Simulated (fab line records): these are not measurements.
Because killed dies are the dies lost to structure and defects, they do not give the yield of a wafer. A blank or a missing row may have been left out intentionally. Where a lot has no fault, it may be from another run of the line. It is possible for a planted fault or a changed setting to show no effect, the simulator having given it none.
fab line records | flow berkeley-cmos170
record: lots: 6 | wafers: 18 | last-day: 11
route steps=331 shown V2@298 M3@309
lots with no fault: from the same line, run without faults
start-h: the number of hours between the record's first day and the start of the first shown wafer of the lot | wait-h: hours elapsed since this lot's preceding step | " identical to the entry in the row above | L1.1+2: several wafers, shown together as one row | - value missing, or start not given | * or withheld: withheld | < > ~ a bound
route shown NAME@n: a module of which the file shows steps, and the number in the route of the first | usual: the fault-free wafers' mean and standard deviation | same: alike in all rows | chamber/n: place in a boat | sites: per-site readings | _std_site: standard deviation across them | _edge_site: outer sites' mean less inner sites' | radius-mm: how far each site lies from the wafer's centre | mask NAME#n: copy n | behind: the tool/chamber that last shaped the wafer | hold: why the lot was held/for how many hours/how that ended | device: names the non-switching transistor (n, p or np) | end of line: at the end of the route, the tests of the same wafers | step lacking rows: just its recipe | killed: count of dies lost to structure and defects at first sort (not the wafer's yield) | map: a wafer's dies, x killed, . not, _ none there
set.NAME: the setting that was run; set.NAME@STEP: the one run at that earlier step | model.NAME: the simulator's own value behind a step, which no gauge read
certain route steps with their lots: each step a table, each wafer a row
services: when a tool's chamber went out of use (start-h, in hours from the record's first day, below 0 if earlier), for how many hours, and the reason
== steps ==
step: UCB170_V2_HMDS_06
recipe: prime-time-s: 60 | prime-temp-c: 100
step: UCB170_V2_COAT_07
recipe: resist: KrF | spin-rpm: 1500 | resist-thk-nm: 900
step: UCB170_V2_SOFTBAKE_08
recipe: resist: KrF | temp-c: 130 | time-s: 60
step: UCB170_V2_EXPOSE_09
recipe: mask-id: VIA2 | target-cd-nm: 700 | na: 0.5 | sigma-outer: 0.6 | source-shape: conventional | dose-mj: 37
step: UCB170_V2_PEB_10
recipe: peb-temp-c: 130 | peb-time-s: withheld | resist: KrF
step: UCB170_V2_DEVELOP_11
recipe: developer: TMAH | develop-time-s: 45 | resist: KrF | dev-temp-c: 21
step: UCB170_V2_CD_MEAS_12
recipe: target-cd-nm: 700
usual: cd-nm: 699.7/1.5
lot.wafer | tool      | chamber | start-h | wait-h | cd-nm
L255.2    | cd-sem-02 | -       | 156.57  | -      | 701.0
L255.3    | "         | -       | "       | "      | 701.1
L255.5    | "         | -       | "       | "      | 701.0
L257.2    | cd-sem-01 | -       | 181.20  | -      | 699.7
L257.4    | "         | -       | "       | "      | 699.6
L257.6    | "         | -       | "       | "      | 700.4
L259.2    | cd-sem-01 | -       | 186.98  | -      | 700.2
L259.4    | "         | -       | "       | "      | 699.5
L259.5    | "         | -       | "       | "      | 699.4
L264.1    | cd-sem-02 | -       | 211.59  | -      | 699.7
L264.2    | "         | -       | "       | "      | 701.6
L264.3    | "         | -       | "       | "      | 701.1
L270.2    | cd-sem-02 | -       | 256.89  | -      | 700.9
L270.4    | "         | -       | "       | "      | 699.3
L270.5    | "         | -       | "       | "      | 700.1
L276.2    | cd-sem-02 | -       | 269.69  | -      | 699.6
L276.5    | "         | -       | "       | "      | 702.1
L276.6    | "         | -       | "       | "      | 699.6
step: UCB170_V2_OVL_MEAS_13
usual: V2_OVL: -1/5.7
lot.wafer | tool       | chamber | start-h | wait-h | V2_OVL[nm]
L255.2    | overlay-02 | -       | 156.67  | 0.1    | -2
L255.3    | "          | -       | "       | "      | -12
L255.5    | "          | -       | "       | "      | -5
L257.2    | overlay-02 | -       | 181.31  | 0.1    | 3
L257.4    | "          | -       | "       | "      | 10
L257.6    | "          | -       | "       | "      | 7
L259.2    | overlay-01 | -       | 187.08  | 0.1    | -9
L259.4    | "          | -       | "       | "      | -14
L259.5    | "          | -       | "       | "      | -2
L264.1    | overlay-01 | -       | 211.71  | 0.1    | -10
L264.2    | "          | -       | "       | "      | -3
L264.3    | "          | -       | "       | "      | -1
L270.2    | overlay-01 | -       | 256.99  | 0.1    | 2
L270.4    | "          | -       | "       | "      | -1
L270.5    | "          | -       | "       | "      | -4
L276.2    | overlay-02 | -       | 269.80  | 0.1    | -9
L276.5    | "          | -       | "       | "      | -7
L276.6    | "          | -       | "       | "      | -2
step: UCB170_V2_ETCH_14
recipe: chemistry: CHF3/CF4/Ar | target: SiO2 | stop-on: Al | CHF3_flow_sccm: 45 | cf4-flow-sccm: 15 | Ar_flow_sccm: 150 | pressure-mtorr: 200 | rf-w: 700 | target-depth-a: 12500 | over-etch-frac: 0.25 | time-s: 291
usual: drypump-motor-current-A: 5.6/0.52 | oes-product-au: 0.875/0.013 | throttle-valve-pct: 6.96/0.099
lot.wafer | tool        | chamber | start-h | wait-h | drypump-motor-current-A | oes-product-au | rf-hours-counter-h | throttle-valve-pct
L255.2    | rie-diel-02 | 2       | 156.70  | 0.0    | 4.7                     | 0.878          | 22                 | 6.95
L255.3    | "           | 1       | "       | "      | 5.0                     | 0.889          | 5                  | 7.04
L255.5    | "           | 3       | "       | "      | 5.6                     | 0.884          | -                  | 6.90
L257.2    | rie-diel-04 | 2       | 181.34  | 0.0    | 5.4                     | 0.868          | 1                  | 6.77
L257.4    | "           | 0       | "       | "      | 5.7                     | 0.891          | 17                 | 7.00
L257.6    | "           | 1       | "       | "      | 5.0                     | 0.873          | -                  | 6.84
L259.2    | rie-diel-04 | 0       | 187.11  | 0.0    | 5.7                     | 0.885          | 17                 | 7.02
L259.4    | "           | 2       | "       | "      | 5.4                     | 0.873          | 1                  | 6.77
L259.5    | "           | 1       | "       | "      | 5.0                     | 0.868          | -                  | 6.85
L264.1    | rie-diel-04 | 2       | 211.75  | 0.0    | 5.4                     | 0.871          | 2                  | 6.79
L264.2    | "           | 3       | "       | "      | 6.0                     | 0.860          | 89                 | 6.89
L264.3    | "           | 0       | "       | "      | 5.7                     | 0.891          | 18                 | 7.02
L270.2    | rie-diel-01 | 1       | 257.02  | 0.0    | 5.6                     | 0.891          | 95                 | 7.16
L270.4    | "           | 2       | "       | "      | 6.8                     | 0.884          | 22                 | 7.05
L270.5    | "           | 1       | "       | "      | 5.6                     | 0.888          | -                  | 7.14
L276.2    | rie-diel-02 | 2       | 269.83  | 0.0    | 4.7                     | 0.870          | 27                 | 6.95
L276.5    | "           | 1       | "       | "      | 5.0                     | 0.892          | -                  | 7.01
L276.6    | "           | 2       | "       | "      | 4.8                     | 0.873          | -                  | 6.94
step: UCB170_V2_STRIP_15
recipe: chemistry: O2 | power-w: 400 | pressure-mtorr: 3500 | platen-temp-c: withheld | o2-flow-sccm: 400 | overash-fraction: 0.5
usual: drypump-motor-current-A: 5.3/0.42 | o2-flow-sccm: 400.2/1.3 | oes-product-au: 0.722/0.0044 | strip-time-to-endpoint-s: 15.39/0.18
same: overash-fraction: 0.5
lot.wafer | tool            | chamber | start-h | wait-h | drypump-motor-current-A | o2-flow-sccm | oes-product-au | rf-hours-counter-h | strip-time-to-endpoint-s
L255.2    | plasma-asher-02 | 1       | 156.88  | 0.1    | 5.1                     | 401.0        | 0.725          | 41                 | 15.50
L255.3    | "               | 1       | "       | "      | 5.1                     | 400.5        | 0.722          | -                  | 15.01
L255.5    | "               | 1       | "       | "      | 5.1                     | 401.0        | 0.736          | -                  | 15.24
L257.2    | plasma-asher-02 | 0       | 181.52  | 0.1    | 4.9                     | 398.4        | 0.716          | 44                 | 15.19
L257.4    | "               | 0       | "       | "      | 4.9                     | 399.6        | 0.718          | -                  | 15.47
L257.6    | "               | 0       | "       | "      | 4.9                     | 401.0        | 0.720          | -                  | 15.19
L259.2    | plasma-asher-04 | 1       | 187.29  | 0.1    | 5.8                     | 400.0        | 0.720          | 9                  | 15.30
L259.4    | "               | 0       | "       | "      | 6.2                     | 401.3        | 0.716          | -                  | 15.11
L259.5    | "               | 0       | "       | "      | 6.2                     | 401.9        | 0.719          | -                  | 15.09
L264.1    | plasma-asher-02 | 0       | 211.92  | 0.1    | 4.9                     | 401.7        | 0.729          | 48                 | 15.08
L264.2    | "               | 1       | "       | "      | 5.1                     | 399.3        | 0.719          | 48                 | 15.52
L264.3    | "               | 1       | "       | "      | 5.1                     | 399.0        | 0.716          | -                  | 15.39
L270.2    | plasma-asher-01 | 0       | 257.20  | 0.1    | 5.4                     | 399.6        | 0.727          | 54                 | 15.16
L270.4    | "               | 1       | "       | "      | 5.8                     | 400.4        | 0.731          | -                  | 15.02
L270.5    | "               | 1       | "       | "      | 5.8                     | 400.2        | 0.722          | -                  | 15.12
L276.2    | plasma-asher-04 | 1       | 270.01  | 0.1    | 5.8                     | 401.6        | 0.720          | 20                 | 15.62
L276.5    | "               | 0       | "       | "      | 6.2                     | 401.1        | 0.721          | -                  | 15.30
L276.6    | "               | 1       | "       | "      | 5.8                     | 401.6        | 0.720          | -                  | 15.57
step: UCB170_V2_CD_MEAS_90
recipe: target-cd-nm: 700
usual: cd-nm: 699.6/1.9
lot.wafer | tool      | chamber | start-h | wait-h | cd-nm
L255.2    | cd-sem-01 | -       | 157.00  | 0.1    | 702.3
L255.3    | "         | -       | "       | "      | 702.1
L255.5    | "         | -       | "       | "      | 700.5
L257.2    | cd-sem-01 | -       | 181.64  | 0.1    | 700.9
L257.4    | "         | -       | "       | "      | 699.7
L257.6    | "         | -       | "       | "      | 702.6
L259.2    | cd-sem-01 | -       | 187.44  | 0.1    | 699.7
L259.4    | "         | -       | "       | "      | 699.9
L259.5    | "         | -       | "       | "      | 700.8
L264.1    | cd-sem-02 | -       | 212.02  | 0.1    | 699.9
L264.2    | "         | -       | "       | "      | 701.2
L264.3    | "         | -       | "       | "      | 700.1
L270.2    | cd-sem-01 | -       | 257.32  | 0.1    | 702.0
L270.4    | "         | -       | "       | "      | 699.7
L270.5    | "         | -       | "       | "      | 701.8
L276.2    | cd-sem-02 | -       | 270.21  | 0.2    | 699.6
L276.5    | "         | -       | "       | "      | 703.3
L276.6    | "         | -       | "       | "      | 699.6
step: UCB170_M3_PRE_CLEAN_00
recipe: gas: Ar | preclean-etch-time-s: 60
step: UCB170_M3_SPUTTER_01
recipe: material: Al | target-thk-nm: 900 | time-s: 120 | power-w: 6000 | chamber-pressure-pa: 0.5
usual: throttle-valve-pct: 30.9/0.65
lot.wafer | tool           | chamber | start-h | wait-h | throttle-valve-pct
L255.2    | pvd-sputter-03 | -       | 157.17  | 0.0    | 31.8
L255.3    | "              | -       | "       | "      | 30.5
L255.5    | "              | -       | "       | "      | 31.8
L257.2    | pvd-sputter-03 | -       | 181.80  | 0.0    | 31.1
L257.4    | "              | -       | "       | "      | 31.7
L257.6    | "              | -       | "       | "      | 30.9
L259.2    | pvd-sputter-04 | -       | 187.61  | 0.0    | 30.4
L259.4    | "              | -       | "       | "      | 31.7
L259.5    | "              | -       | "       | "      | 31.8
L259.2    | pvd-sputter-04 | -       | 187.86  | 0.2    | 30.4
L259.4    | "              | -       | "       | "      | 32.1
L259.5    | "              | -       | "       | "      | 31.8
L264.1    | pvd-sputter-02 | -       | 212.21  | 0.0    | 30.9
L264.2    | "              | -       | "       | "      | 30.3
L264.3    | "              | -       | "       | "      | 31.6
L264.1    | pvd-sputter-02 | -       | 212.46  | 0.2    | 30.9
L264.2    | "              | -       | "       | "      | 30.5
L264.3    | "              | -       | "       | "      | 31.9
L270.2    | pvd-sputter-04 | -       | 257.49  | 0.0    | 30.2
L270.4    | "              | -       | "       | "      | 30.7
L270.5    | "              | -       | "       | "      | 30.0
L276.2    | pvd-sputter-03 | -       | 270.38  | 0.0    | 30.1
L276.5    | "              | -       | "       | "      | 30.6
L276.6    | "              | -       | "       | "      | 31.2
step: UCB170_M3_RS_MEAS_02
recipe: thk-meas-gauge: four-point-probe | reads: Al_of_M3_SPUTTER_01
usual: M3_AL_RS: 0.0323/0.00041
lot.wafer | tool          | chamber | start-h | wait-h | M3_AL_RS[ohm/sq]
L255.2    | film-metro-02 | -       | 157.27  | 0.1    | 0.0319
L255.3    | "             | -       | "       | "      | 0.0322
L255.5    | "             | -       | "       | "      | 0.0319
L257.2    | film-metro-02 | -       | 181.91  | 0.1    | 0.0320
L257.4    | "             | -       | "       | "      | 0.0321
L257.6    | "             | -       | "       | "      | 0.0321
L259.2    | film-metro-02 | -       | 187.96  | 0.1    | 0.0162
L259.4    | "             | -       | "       | "      | 0.0161
L259.5    | "             | -       | "       | "      | 0.0161
L264.1    | film-metro-02 | -       | 212.54  | 0.0    | 0.0164
L264.2    | "             | -       | "       | "      | 0.0161
L264.3    | "             | -       | "       | "      | 0.0161
L270.2    | film-metro-02 | -       | 257.59  | 0.1    | 0.0318
L270.4    | "             | -       | "       | "      | 0.0318
L270.5    | "             | -       | "       | "      | 0.0317
L276.2    | film-metro-04 | -       | 270.48  | 0.1    | 0.0313
L276.5    | "             | -       | "       | "      | 0.0319
L276.6    | "             | -       | "       | "      | 0.0323
step: UCB170_M3_THK_MEAS_03
recipe: thk-meas-gauge: xrf | reads: Al_of_M3_SPUTTER_01
usual: M3_AL_THK: 920/12
lot.wafer | tool          | chamber | start-h | wait-h | M3_AL_THK[nm]
L255.2    | film-metro-02 | -       | 157.38  | 0.1    | 927
L255.3    | "             | -       | "       | "      | 912
L255.5    | "             | -       | "       | "      | 921
L257.2    | film-metro-02 | -       | 182.02  | 0.1    | 927
L257.4    | "             | -       | "       | "      | 924
L257.6    | "             | -       | "       | "      | 929
L259.2    | film-metro-02 | -       | 188.07  | 0.1    | 1832
L259.4    | "             | -       | "       | "      | 1850
L259.5    | "             | -       | "       | "      | 1842
L264.1    | film-metro-02 | -       | 212.66  | 0.1    | 1805
L264.2    | "             | -       | "       | "      | 1835
L264.3    | "             | -       | "       | "      | 1836
L270.2    | film-metro-02 | -       | 257.70  | 0.1    | 937
L270.4    | "             | -       | "       | "      | 931
L270.5    | "             | -       | "       | "      | 936
L276.2    | film-metro-04 | -       | 270.59  | 0.1    | 952
L276.5    | "             | -       | "       | "      | 942
L276.6    | "             | -       | "       | "      | 928
step: UCB170_M3_HMDS_04
recipe: prime-time-s: 60 | prime-temp-c: 100
step: UCB170_M3_COAT_05
recipe: resist: KrF | spin-rpm: 1500 | resist-thk-nm: 900
step: UCB170_M3_SOFTBAKE_06
recipe: resist: KrF | temp-c: 130 | time-s: 60
step: UCB170_M3_STRIP_07
recipe: chemistry: O2 | power-w: 400 | pressure-mtorr: 3500 | platen-temp-c: withheld | o2-flow-sccm: 400 | overash-fraction: 0.5
usual: drypump-motor-current-A: 5.8/0.31 | o2-flow-sccm: 399.9/1.2 | oes-product-au: 0.735/0.0046 | strip-time-to-endpoint-s: 21.98/0.058
same: overash-fraction: 0.5
lot.wafer | tool            | chamber | start-h | wait-h | drypump-motor-current-A | o2-flow-sccm | oes-product-au | rf-hours-counter-h | strip-time-to-endpoint-s
L255.2    | plasma-asher-01 | 0       | 157.88  | 0.1    | 5.4                     | 399.0        | 0.734          | 45                 | 22.04
L255.3    | "               | 0       | "       | "      | 5.4                     | 399.9        | 0.744          | -                  | 21.96
L255.5    | "               | 1       | "       | "      | 5.8                     | 401.4        | 0.740          | -                  | 22.00
L257.2    | plasma-asher-04 | 1       | 182.52  | 0.1    | 5.8                     | 399.1        | 0.731          | 8                  | 22.01
L257.4    | "               | 1       | "       | "      | 5.8                     | 400.0        | 0.727          | -                  | 21.98
L257.6    | "               | 0       | "       | "      | 6.2                     | 399.4        | 0.742          | -                  | 21.96
L259.2    | plasma-asher-04 | 0       | 188.62  | 0.1    | 6.2                     | 401.5        | 0.737          | 10                 | 21.98
L259.4    | "               | 0       | "       | "      | 6.2                     | 401.4        | 0.737          | -                  | 21.99
L259.5    | "               | 1       | "       | "      | 5.8                     | 398.9        | 0.733          | -                  | 21.97
L264.1    | plasma-asher-03 | 1       | 213.17  | 0.1    | 5.5                     | 398.3        | 0.741          | 41                 | 22.09
L264.2    | "               | 0       | "       | "      | 6.1                     | 398.5        | 0.729          | 41                 | 22.01
L264.3    | "               | 1       | "       | "      | 5.5                     | 400.0        | 0.736          | -                  | 22.10
L270.2    | plasma-asher-01 | 0       | 258.46  | 0.1    | 5.3                     | 400.6        | 0.729          | 54                 | 21.90
L270.4    | "               | 1       | "       | "      | 5.8                     | 401.5        | 0.736          | -                  | 21.88
L270.5    | "               | 0       | "       | "      | 5.4                     | 401.3        | 0.731          | -                  | 21.91
L276.2    | plasma-asher-04 | 1       | 271.09  | 0.1    | 5.8                     | 401.5        | 0.735          | 20                 | 22.03
L276.5    | "               | 1       | "       | "      | 5.8                     | 399.9        | 0.743          | -                  | 22.00
L276.6    | "               | 0       | "       | "      | 6.2                     | 398.2        | 0.736          | -                  | 22.00
step: UCB170_M3_STRIP_08
recipe: chemistry: DMSO | temp-c: 80 | time-s: 600 | material: KrF
step: UCB170_M3_COAT_09
recipe: resist: BARC | temp-c: withheld | time-s: withheld | spin-rpm: 3000 | resist-thk-nm: withheld
step: UCB170_M3_COAT_10
recipe: resist: KrF | spin-rpm: 1500 | resist-thk-nm: 900
step: UCB170_M3_SOFTBAKE_11
recipe: resist: KrF | temp-c: 130 | time-s: 60
step: UCB170_M3_EXPOSE_12
recipe: mask-id: METAL3 | target-cd-nm: 700 | na: 0.5 | sigma-outer: 0.6 | source-shape: conventional | dose-mj: 26
step: UCB170_M3_PEB_13
recipe: peb-temp-c: 130 | peb-time-s: withheld | resist: KrF
step: UCB170_M3_DEVELOP_14
recipe: developer: TMAH | develop-time-s: 45 | resist: KrF | dev-temp-c: 21
step: UCB170_M3_CD_MEAS_15
recipe: target-cd-nm: 700
usual: cd-nm: 700.0/1.4
lot.wafer | tool      | chamber | start-h | wait-h | cd-nm
L255.2    | cd-sem-01 | -       | 161.66  | -      | 698.8
L255.3    | "         | -       | "       | "      | 701.8
L255.5    | "         | -       | "       | "      | 700.5
L257.2    | cd-sem-01 | -       | 184.61  | -      | 700.0
L257.4    | "         | -       | "       | "      | 699.6
L257.6    | "         | -       | "       | "      | 700.2
L259.2    | cd-sem-01 | -       | 189.91  | -      | 700.9
L259.4    | "         | -       | "       | "      | 699.1
L259.5    | "         | -       | "       | "      | 701.1
L264.1    | cd-sem-01 | -       | 217.25  | -      | 703.8
L264.2    | "         | -       | "       | "      | 703.7
L264.3    | "         | -       | "       | "      | 703.5
L270.2    | cd-sem-02 | -       | 260.60  | -      | 699.1
L270.4    | "         | -       | "       | "      | 699.7
L270.5    | "         | -       | "       | "      | 700.7
L276.2    | cd-sem-01 | -       | 272.98  | -      | 700.6
L276.5    | "         | -       | "       | "      | 699.4
L276.6    | "         | -       | "       | "      | 700.7
step: UCB170_M3_OVL_MEAS_16
usual: M3_OVL: -2/5
lot.wafer | tool       | chamber | start-h | wait-h | M3_OVL[nm]
L255.2    | overlay-02 | -       | 161.77  | 0.1    | 4
L255.3    | "          | -       | "       | "      | -3
L255.5    | "          | -       | "       | "      | 1
L257.2    | overlay-02 | -       | 184.72  | 0.1    | -7
L257.4    | "          | -       | "       | "      | -2
L257.6    | "          | -       | "       | "      | -5
L259.2    | overlay-02 | -       | 190.01  | 0.1    | -3
L259.4    | "          | -       | "       | "      | 0
L259.5    | "          | -       | "       | "      | -5
L264.1    | overlay-01 | -       | 217.37  | 0.1    | 0
L264.2    | "          | -       | "       | "      | -2
L264.3    | "          | -       | "       | "      | -6
L270.2    | overlay-01 | -       | 260.71  | 0.1    | -8
L270.4    | "          | -       | "       | "      | 0
L270.5    | "          | -       | "       | "      | -5
L276.2    | overlay-01 | -       | 273.08  | 0.1    | -8
L276.5    | "          | -       | "       | "      | -4
L276.6    | "          | -       | "       | "      | -7
step: UCB170_M3_ETCH_17
recipe: chemistry: N2/H2 | target-depth-a: withheld | overetch-a: withheld | target: BARC | time-s: withheld | source-w: 500 | bias-w: 100 | pressure-mtorr: 30 | n2-flow-sccm: 100 | h2-flow-sccm: 200
usual: drypump-motor-current-A: 5.9/0.5 | oes-product-au: 1.00/0.033 | throttle-valve-pct: 13.32/0.19
lot.wafer | tool        | chamber | start-h | wait-h | drypump-motor-current-A | oes-product-au | throttle-valve-pct
L255.2    | rie-diel-04 | 3       | 161.80  | 0.0    | 6.0                     | 0.96           | 13.16
L255.3    | "           | 1       | "       | "      | 5.0                     | 1.01           | 13.07
L255.5    | "           | 3       | "       | "      | 6.0                     | 0.96           | 13.18
L257.2    | rie-diel-01 | 1       | 184.75  | 0.0    | 5.6                     | 1.03           | 13.77
L257.4    | "           | 2       | "       | "      | 6.8                     | 1.04           | 13.31
L257.6    | "           | 2       | "       | "      | 6.8                     | 1.04           | 13.28
L259.2    | rie-diel-01 | 2       | 190.04  | 0.0    | 6.8                     | 1.04           | 13.30
L259.4    | "           | 3       | "       | "      | 5.7                     | 1.00           | 13.24
L259.5    | "           | 1       | "       | "      | 5.6                     | 1.03           | 13.78
L264.1    | rie-diel-04 | 0       | 217.40  | 0.0    | 5.7                     | 1.00           | 13.40
L264.2    | "           | 2       | "       | "      | 5.4                     | 1.03           | 13.17
L264.3    | "           | 1       | "       | "      | 5.0                     | 1.00           | 13.07
L270.2    | rie-diel-04 | 1       | 260.74  | 0.0    | 5.0                     | 1.01           | 13.08
L270.4    | "           | 2       | "       | "      | 5.4                     | 1.03           | 13.17
L270.5    | "           | 1       | "       | "      | 5.0                     | 1.02           | 13.07
L276.2    | rie-diel-03 | 2       | 273.11  | 0.0    | 6.6                     | 1.01           | 13.22
L276.5    | "           | 1       | "       | "      | 5.9                     | 1.04           | 13.19
L276.6    | "           | 2       | "       | "      | 6.6                     | 1.01           | 13.22
step: UCB170_M3_METAL_ETCH_18
recipe: chemistry: Cl2/BCl3 | target: Al | stop-on: SiO2 | pressure-mtorr: 12 | target-depth-a: 11700 | over-etch-frac: 0.3 | time-s: 195 | icp-w: 600 | bias-w: 120 | Cl2_flow_sccm: 90 | bcl3-flow-sccm: 45
usual: drypump-motor-current-A: 5.8/0.47 | oes-product-au: 0.854/0.013 | throttle-valve-pct: 24.41/0.23
lot.wafer | tool         | chamber | start-h | wait-h | drypump-motor-current-A | oes-product-au | rf-hours-counter-h | throttle-valve-pct | model.etch.depth-nm | model.M3.feature-depth-nm
L255.2    | rie-metal-01 | 0       | 161.84  | -      | 6.2                     | 0.857          | 7                  | 24.25              | 906.5               | 964.8
L255.3    | "            | 1       | "       | "      | 5.4                     | 0.858          | -                  | 24.36              | 895.5               | 950.1
L255.5    | "            | 0       | "       | "      | 6.3                     | 0.857          | -                  | 24.27              | 905.2               | 963.5
L257.2    | rie-metal-02 | 0       | 184.79  | -      | 6.3                     | 0.836          | 3                  | 24.80              | 900.9               | 958
L257.4    | "            | 0       | "       | "      | 6.3                     | 0.841          | -                  | 24.80              | 899.8               | 956.9
L257.6    | "            | 1       | "       | "      | 6.0                     | 0.854          | -                  | 24.52              | 899.8               | 957
L259.2    | rie-metal-02 | 1       | 190.08  | -      | 6.0                     | 1.012          | 13                 | 24.45              | 1165                | 1165
L259.4    | "            | 0       | "       | "      | 6.3                     | 0.999          | -                  | 24.72              | 1201                | 1201
L259.5    | "            | 1       | "       | "      | 6.0                     | 1.020          | -                  | 24.45              | 1167                | 1167
L264.1    | rie-metal-04 | 0       | 217.44  | -      | 5.2                     | 1.009          | 20                 | 23.97              | 1173                | 1173
L264.2    | "            | 0       | "       | "      | 5.1                     | 1.015          | -                  | 23.98              | 1170                | 1170
L264.3    | "            | 0       | "       | "      | 5.1                     | 1.017          | -                  | 23.97              | 1178                | 1178
L270.2    | rie-metal-01 | 0       | 260.78  | -      | 6.2                     | 0.860          | 9                  | 24.26              | 909.2               | 968.2
L270.4    | "            | 1       | "       | "      | 5.4                     | 0.863          | -                  | 24.37              | 905.4               | 959.5
L270.5    | "            | 1       | "       | "      | 5.4                     | 0.866          | -                  | 24.35              | 914.2               | 968.7
L276.2    | rie-metal-04 | 0       | 273.15  | -      | 5.1                     | 0.894          | 1                  | 24.08              | 924.7               | 981
L276.5    | "            | 1       | "       | "      | 5.4                     | 0.859          | -                  | 24.59              | 908.4               | 965.7
L276.6    | "            | 0       | "       | "      | 5.1                     | 0.883          | -                  | 24.06              | 899                 | 955.2
step: UCB170_M3_STRIP_19
recipe: chemistry: O2 | power-w: 400 | pressure-mtorr: 3500 | platen-temp-c: withheld | o2-flow-sccm: 400 | overash-fraction: 0.5
usual: drypump-motor-current-A: 5.8/0.31 | o2-flow-sccm: 400.3/1.2 | oes-product-au: 0.541/0.018
same: overash-fraction: 0.5
lot.wafer | tool            | chamber | start-h | wait-h | drypump-motor-current-A | o2-flow-sccm | oes-product-au | rf-hours-counter-h
L255.2    | plasma-asher-03 | 1       | 162.03  | 0.1    | 5.4                     | 400.7        | 0.529          | 37
L255.3    | "               | 0       | "       | "      | 6.2                     | 401.0        | 0.561          | -
L255.5    | "               | 1       | "       | "      | 5.5                     | 401.9        | 0.530          | -
L257.2    | plasma-asher-04 | 1       | 184.98  | 0.1    | 5.8                     | 399.8        | 0.531          | 9
L257.4    | "               | 1       | "       | "      | 5.8                     | 401.3        | 0.532          | -
L257.6    | "               | 1       | "       | "      | 5.8                     | 400.8        | 0.550          | -
L259.2    | plasma-asher-03 | 0       | 190.27  | 0.1    | 6.2                     | 400.6        | 0.546          | 39
L259.4    | "               | 1       | "       | "      | 5.5                     | 400.3        | 0.524          | -
L259.5    | "               | 0       | "       | "      | 6.2                     | 400.0        | 0.553          | -
L264.1    | plasma-asher-01 | 1       | 217.82  | 0.3    | 5.8                     | 399.6        | 0.543          | 49
L264.2    | "               | 0       | "       | "      | 5.3                     | 399.6        | 0.538          | 49
L264.3    | "               | 1       | "       | "      | 5.8                     | 399.8        | 0.539          | -
L270.2    | plasma-asher-01 | 0       | 260.97  | 0.1    | 5.3                     | 400.6        | 0.520          | 54
L270.4    | "               | 1       | "       | "      | 5.8                     | 397.8        | 0.567          | -
L270.5    | "               | 0       | "       | "      | 5.3                     | 400.4        | 0.560          | -
L276.2    | plasma-asher-04 | 0       | 273.34  | 0.1    | 6.2                     | 399.5        | 0.546          | 20
L276.5    | "               | 1       | "       | "      | 5.8                     | 399.9        | 0.528          | -
L276.6    | "               | 0       | "       | "      | 6.2                     | 400.1        | 0.544          | -
== services ==
tool            | chamber | start-h | hours | kind
plasma-asher-02 | -       | 143.36  | 2.8   | pm
rie-diel-04     | 2       | 151.92  | -     | clean
rie-diel-04     | 2       | 151.92  | 18.8  | scheduled-down
rie-diel-04     | 2       | 151.92  | 18.8  | vent-cycle
rie-diel-02     | 2       | 170.21  | 5.9   | repair
plasma-asher-02 | -       | 174.93  | 0.5   | repair
rie-diel-02     | -       | 184.64  | 0.7   | repair
rie-metal-04    | 1       | 187.95  | 49.4  | repair
rie-metal-01    | -       | 190.03  | 14.6  | pm
rie-metal-04    | -       | 190.04  | 2.8   | pm
rie-diel-01     | -       | 198.21  | 0.3   | repair
pvd-sputter-03  | -       | 203.26  | 1.6   | repair
rie-diel-02     | -       | 209.49  | 2.8   | pm
rie-diel-01     | 2       | 209.91  | 3.7   | repair
rie-metal-02    | 0       | 218.96  | 17.5  | repair
rie-metal-02    | -       | 220.84  | 0.8   | repair
rie-diel-01     | -       | 227.85  | 0.4   | repair
plasma-asher-01 | -       | 240.03  | 2.6   | repair
rie-diel-04     | 2       | 240.14  | 12.7  | repair
rie-metal-04    | -       | 245.09  | 1.3   | repair
rie-diel-03     | 0       | 253.56  | 4.2   | repair
pvd-sputter-03  | -       | 254.48  | 6.8   | repair
pvd-sputter-03  | -       | 266.65  | 2.6   | repair
rie-metal-01    | 1       | 270.28  | 4.1   | repair
== key ==
first-sign: step: UCB170_M3_SPUTTER_01 | reading: visit | direction: added
effect: step: UCB170_M3_RS_MEAS_02 | reading: M3_AL_RS | direction: down | sigmas: 40 | usual: 0.0323 | struck: 0.0162
effect: step: UCB170_M3_THK_MEAS_03 | reading: M3_AL_THK | direction: up | sigmas: 77 | usual: 920 | struck: 1833
effect: step: UCB170_M3_METAL_ETCH_18 | reading: oes-product-au | direction: up | sigmas: 12 | usual: 0.854 | struck: 1.012
model-effect: step: UCB170_M3_METAL_ETCH_18 | value: etch.depth-nm | without: 890 | struck: 1176
model-effect: step: UCB170_M3_PROBE_99 | value: etest.antenna-m2.short | without: 0 | struck: 1
met-at UCB170_M3_SPUTTER_01
struck-wafers L259.2,L259.4,L259.5,L264.1,L264.2,L264.3
later-rows-left-out L259.2,L259.4,L259.5,L264.1,L264.2,L264.3
sort-left-out L259.2,L259.4,L259.5,L264.1,L264.2,L264.3
fault: kind: repeated-step-whole | tool: pvd-sputter-02,pvd-sputter-03,pvd-sputter-04 | chamber: - | onset-h: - | steps: UCB170_M3_SPUTTER_01 | times: 1 | scope: struck-lots-only
sort-left-out: the simulated sort isn't trusted on such a fault, so these wafers' sort isn't shown, and their yield isn't known
later-rows-left-out: the simulator's readings of these wafers behind a module that went badly wrong aren't trusted and aren't shown, but for the sort
